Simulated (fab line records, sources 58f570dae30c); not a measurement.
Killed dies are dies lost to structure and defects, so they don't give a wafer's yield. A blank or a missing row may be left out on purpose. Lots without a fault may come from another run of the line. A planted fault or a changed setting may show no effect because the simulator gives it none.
Which tool did it? | flow berkeley_cmos170 | 15 lots, 45 wafers sampled, at 4 steps of a route of 331

WHAT THE GAUGES READ, wafer by wafer
UCB170_M3_OVL_MEAS_16.
lot  | measured     | on         | M3_OVL (nm)
L487 | day 8 13:49  | overlay-02 | 5 -6 -4
L490 | day 9 21:38  | overlay-01 | 2 5 11
L489 | day 9 07:15  | overlay-02 | -9 -11 -4
L492 | day 9 23:22  | overlay-02 | -2 3 1
L493 | day 10 04:11 | overlay-01 | 0 -7 3
L494 | day 10 04:26 | overlay-02 | 5 4 6
L503 | day 13 05:10 | overlay-01 | 4 -6 -3
L504 | day 13 05:25 | overlay-02 | 5 -4 3
L505 | day 13 05:45 | overlay-02 | 3 -2 2
L507 | day 14 09:14 | overlay-02 | -8 -5 1
L509 | day 15 01:59 | overlay-02 | 2 6 7
L510 | day 15 02:20 | overlay-01 | -9 -4 -8

WHICH TOOL RAN EACH LOT (tool, then ch and the chambers of the sampled wafers, then the start)
lot  | UCB170_ZERO_STRIP_07                | UCB170_NSD_STRIP_09                  | UCB170_V1_CMP_02
L487 | plasma_asher-03 ch 0,1, day 1 17:38 | plasma_asher-01 ch 0,1, day 7 13:38  | cmp-02 ch 0,2, day 8 02:30
L490 | plasma_asher-02 ch 0,1, day 2 08:45 | plasma_asher-03 ch 0, day 8 19:53    | cmp-02 ch 1,2,3, day 9 10:08
L489 | plasma_asher-04 ch 0,1, day 2 09:04 | plasma_asher-02 ch 0,1, day 8 08:55  | cmp-02 ch 2,3, day 8 19:37
L492 | plasma_asher-04 ch 0,1, day 3 04:10 | plasma_asher-02 ch 0,1, day 9 00:32  | cmp-01 ch 0,2, day 9 11:28
L493 | plasma_asher-02 ch 0,1, day 3 04:26 | plasma_asher-03 ch 0,1, day 9 00:43  | cmp-01 ch 0,1,2, day 9 12:45
L494 | plasma_asher-04 ch 0,1, day 3 15:21 | plasma_asher-01 ch 0,1, day 9 01:15  | cmp-01 ch 0,2,3, day 9 14:11
L500 | plasma_asher-03 ch 0,1, day 4 10:13 | -                                    | -
L501 | plasma_asher-03 ch 0,1, day 4 19:53 | -                                    | -
L502 | plasma_asher-03 ch 0,1, day 5 01:30 | -                                    | -
L503 | plasma_asher-02 ch 0,1, day 5 07:25 | plasma_asher-01 ch 0,1, day 11 22:16 | cmp-02 ch 0,1, day 12 11:37
L504 | plasma_asher-03 ch 0,1, day 5 07:38 | plasma_asher-03 ch 0,1, day 11 22:14 | cmp-01 ch 0,2,3, day 12 12:57
L505 | plasma_asher-03 ch 0,1, day 5 16:05 | plasma_asher-03 ch 0,1, day 11 22:38 | cmp-02 ch 0,1,2, day 12 14:17
L507 | plasma_asher-03 ch 1, day 6 03:51   | plasma_asher-03 ch 0,1, day 13 04:24 | cmp-01 ch 1,3, day 13 18:21
L509 | plasma_asher-02 ch 0,1, day 6 16:15 | plasma_asher-02 ch 1, day 14 01:34   | cmp-02 ch 0,1,2, day 14 12:31
L510 | plasma_asher-04 ch 0,1, day 6 16:32 | plasma_asher-03 ch 0,1, day 14 01:27 | cmp-02 ch 1,2, day 14 13:48
- UCB170_ZERO_STRIP_07: strips in O2.
- UCB170_NSD_STRIP_09: strips in O2.
- UCB170_V1_CMP_02: polishes SiO2.

WHAT THE TOOLS THEMSELVES READ (means of the sampled wafers that have a number; where no wafer has one, the mark that the record gives instead)
UCB170_ZERO_STRIP_07.
lot  | tool            | chamber_pressure_mTorr (mTorr) | drypump_motor_current_A (A) | oes_product_au (a.u.) | strip_time_to_endpoint_s (s)
L487 | plasma_asher-03 | 3497.4                         | 5.5                         | 0.725                 | 21.42
L490 | plasma_asher-02 | 3500.8                         | 6.2                         | 0.730                 | 21.55
L489 | plasma_asher-04 | 3498.7                         | 5.5                         | 0.733                 | 21.50
L492 | plasma_asher-04 | 3499.1                         | 5.5                         | 0.726                 | 21.39
L493 | plasma_asher-02 | 3499.6                         | 6.2                         | 0.727                 | 21.42
L494 | plasma_asher-04 | 3499.1                         | 5.5                         | 0.730                 | 21.46
L500 | plasma_asher-03 | -                              | -                           | -                     | -
L501 | plasma_asher-03 | -                              | -                           | -                     | -
L502 | plasma_asher-03 | -                              | -                           | -                     | -
L503 | plasma_asher-02 | 3498.9                         | 5.8                         | 0.727                 | 21.49
L504 | plasma_asher-03 | 3498.5                         | 5.5                         | 0.725                 | 21.36
L505 | plasma_asher-03 | 3498.5                         | 6.0                         | 0.723                 | 21.55
L507 | plasma_asher-03 | 3500.4                         | 6.5                         | 0.732                 | 21.46
L509 | plasma_asher-02 | 3499.8                         | 5.8                         | 0.728                 | 21.32
L510 | plasma_asher-04 | 3501.4                         | 5.5                         | 0.730                 | 21.47

UCB170_NSD_STRIP_09.
lot  | tool            | chamber_pressure_mTorr (mTorr) | drypump_motor_current_A (A) | oes_product_au (a.u.) | strip_time_to_endpoint_s (s)
L487 | plasma_asher-01 | 3499                           | 5.3                         | 0.534                 | 35.64
L490 | plasma_asher-03 | 3499                           | 5.0                         | 0.540                 | 35.58
L489 | plasma_asher-02 | 3498                           | 6.2                         | 0.534                 | 35.63
L492 | plasma_asher-02 | 3502                           | 6.2                         | 0.537                 | 35.58
L493 | plasma_asher-03 | 3501                           | 6.0                         | 0.531                 | 35.64
L494 | plasma_asher-01 | 3500                           | 5.3                         | 0.536                 | 35.55
L503 | plasma_asher-01 | 3502                           | 5.3                         | 0.535                 | 35.59
L504 | plasma_asher-03 | 3499                           | 5.5                         | 0.538                 | 35.69
L505 | plasma_asher-03 | 3499                           | 5.5                         | 0.536                 | 35.54
L507 | plasma_asher-03 | 3501                           | 5.5                         | 0.531                 | 35.58
L509 | plasma_asher-02 | 3499                           | 5.5                         | 0.534                 | 35.56
L510 | plasma_asher-03 | 3498                           | 6.0                         | 0.534                 | 35.69

UCB170_V1_CMP_02.
lot  | tool   | motor_current_A (A)
L487 | cmp-02 | 16.4
L490 | cmp-02 | 15.3
L489 | cmp-02 | 14.2
L492 | cmp-01 | 15.8
L493 | cmp-01 | 17.6
L494 | cmp-01 | 16.1
L503 | cmp-02 | 17.7
L504 | cmp-01 | 16.5
L505 | cmp-02 | 16.7
L507 | cmp-01 | 16.9
L509 | cmp-02 | 16.4
L510 | cmp-02 | 15.9

THE ANSWER, worked out from the rows above alone
Rule: what is usual is taken from the lots themselves. Put in order of their means at a reading, lots are off if they are a third of the lots or fewer, leave a main group of 4 or more, and stand apart from it by a gap of 3 or more times the standard deviation of the main group's means; of several such gaps the widest counts. A main group whose means are all the same, to the digits that the tables above print for the reading, isn't used. A lot without any number at a reading at which 4 lots or more have one is off too. The other lots that the step has rows for count as sound. The gauges are gone through in route order, then the tools' own readings, and for those a lot's mean is taken as printed above. The first step at which some lot is off is used, and at that step the reading that is off furthest; a lot without a number counts as furthest.
Off: L500, L501, L502, at UCB170_ZERO_STRIP_07 (chamber_pressure_mTorr). Without a number there: L500, L501, L502. The main group: mean 3499.3 mTorr, standard deviation 1.1.
A tool fits if, at that step or a process step before it, it ran every lot that is off, and no sound lot after the first of them. None of those tried fits.

WHAT THE SIMULATOR HAD PUT IN
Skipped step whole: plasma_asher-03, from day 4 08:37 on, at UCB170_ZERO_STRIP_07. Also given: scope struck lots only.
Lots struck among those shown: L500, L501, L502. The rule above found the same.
